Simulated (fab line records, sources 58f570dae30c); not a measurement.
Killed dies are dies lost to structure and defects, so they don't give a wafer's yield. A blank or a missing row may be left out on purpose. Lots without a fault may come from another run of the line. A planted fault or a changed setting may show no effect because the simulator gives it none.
Which tool did it? | flow berkeley_cmos170 | 6 lots, 18 wafers sampled, at 1 step of a route of 331

WHAT THE GAUGES READ, wafer by wafer
UCB170_NWELL_OVL_MEAS_12.
lot  | measured    | on         | NWELL_OVL (nm)
L812 | day 2 23:28 | overlay-01 | -3 -12 -1
L816 | day 3 18:27 | overlay-01 | -13 -6 -7
L818 | day 4 05:11 | overlay-02 | 4 2 8
L826 | day 5 19:08 | overlay-02 | 1 -2 -6
L829 | day 6 13:30 | overlay-01 | 1 2 4
L831 | day 6 22:43 | overlay-01 | -8 -9 -13

WHICH TOOL RAN EACH LOT (tool, then ch and the chambers of the sampled wafers, then the start)
The record holds no process step before these readings.

THE ANSWER, worked out from the rows above alone
Rule: what is usual is taken from the lots themselves. Put in order of their means at a reading, lots are off if they are a third of the lots or fewer, leave a main group of 4 or more, and stand apart from it by a gap of 3 or more times the standard deviation of the main group's means; of several such gaps the widest counts. A main group whose means are all the same, to the digits that the tables above print for the reading, isn't used. A lot without any number at a reading at which 4 lots or more have one is off too. The other lots that the step has rows for count as sound.
No lot is off at any reading shown: from this, nothing can be told.

WHAT THE SIMULATOR HAD PUT IN
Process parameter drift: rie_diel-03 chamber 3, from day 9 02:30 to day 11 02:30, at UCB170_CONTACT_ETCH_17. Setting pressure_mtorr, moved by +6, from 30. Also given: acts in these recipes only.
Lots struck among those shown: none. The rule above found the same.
